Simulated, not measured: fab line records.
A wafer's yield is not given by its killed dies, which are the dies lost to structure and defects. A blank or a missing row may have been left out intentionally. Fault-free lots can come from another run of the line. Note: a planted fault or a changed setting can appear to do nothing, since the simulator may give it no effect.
Which tool is to blame? ; flow ritCmos ; 39 wafers from 13 lots sampled at 2 of the route's 202 steps

== WHAT EACH GAUGE READ, for each wafer ==
RIT_ACTIVE_THK_MEAS_04.
lot;measured;on;ACTIVE_NITRIDE_THK (nm)
L374;day 1 14:22;filmMetro-04;149.7 149.0 149.5
L376;day 2 02:41;filmMetro-02;148.9 149.8 149.9
L377;day 2 06:50;filmMetro-03;151.2 149.4 151.3
L379;day 2 17:48;filmMetro-03;150.5 148.6 150.8
L381;day 3 00:34;filmMetro-04;150.8 150.4 151.8
L382;day 3 06:14;filmMetro-03;150.5 151.0 150.9
L383;day 3 11:32;filmMetro-02;150.3 150.6 150.3
L384;day 3 15:47;filmMetro-03;147.9 147.3 148.0
L385;day 3 22:38;filmMetro-04;151.3 153.1 150.8
L386;day 4 01:35;filmMetro-03;150.2 149.1 149.3
L387;day 4 09:05;filmMetro-03;150.4 149.2 150.5
L388;day 4 12:19;filmMetro-03;101.8 102.7 102.6
L397;day 6 11:29;filmMetro-04;152.1 150.9 152.3

== EACH LOT AND THE TOOL THAT RAN IT (in order: tool; ch and the chambers of the sampled wafers; start) ==
lot;RIT_ACTIVE_CVD_03
L374;lpcvd-01 ch 1, day 1 12:56
L376;lpcvd-01 ch 1, day 2 01:16
L377;lpcvd-02 ch 0, day 2 05:24
L379;lpcvd-02 ch 1, day 2 16:22
L381;lpcvd-01 ch 1, day 2 23:07
L382;lpcvd-02 ch 0, day 3 04:49
L383;lpcvd-01 ch 0, day 3 10:07
L384;lpcvd-01 ch 0, day 3 14:20
L385;lpcvd-02 ch 1, day 3 21:13
L386;lpcvd-01 ch 1, day 4 00:10
L387;lpcvd-01 ch 0, day 4 07:40
L388;lpcvd-01 ch 0, day 4 10:55
L397;lpcvd-02 ch 0, day 6 10:04
- RIT_ACTIVE_CVD_03: deposits Si3N4 from SiH2Cl2/NH3, target thk 150 nm, time 1500 s.

== WHAT THE TOOLS THEMSELVES READ (means of the sampled wafers that have a number; where no wafer has one, the mark that the record gives instead) ==
The record holds no such reading with a usual standard deviation.

== THE ANSWER, worked out from the rows above alone ==
Rule: the lots themselves supply what counts as usual. Put in order of their means at a reading, lots are off if they are a third of the lots or fewer, leave a main group of 4 or more, and stand apart from it by a gap of 3 or more times the standard deviation of the main group's means; of several such gaps the widest counts. Not used: any main group whose means are identical at the precision the tables above print for the reading. A lot without any number at a reading at which 4 lots or more have one is off too. The other lots that the step has rows for count as sound. After the gauges, taken in route order, come the tools' own readings; for these a lot's mean is taken, as printed above. At the first step where some lot is off, the reading lying furthest off is the one used; lots without a number count as furthest.
Off: L388, at RIT_ACTIVE_THK_MEAS_04 (ACTIVE_NITRIDE_THK). For the main group the mean is 150.2 nm and the standard deviation 1.1.
If a tool, at a process step before that reading, ran all the lots that are off and no sound lot after the first of them, it fits. The gauges at RIT_ACTIVE_THK_MEAS_04 are tried like those tools. Can't be told from this: 2 tools fit, lpcvd-01 at RIT_ACTIVE_CVD_03, filmMetro-03 at RIT_ACTIVE_THK_MEAS_04.

== WHAT THE SIMULATOR HAD PUT IN ==
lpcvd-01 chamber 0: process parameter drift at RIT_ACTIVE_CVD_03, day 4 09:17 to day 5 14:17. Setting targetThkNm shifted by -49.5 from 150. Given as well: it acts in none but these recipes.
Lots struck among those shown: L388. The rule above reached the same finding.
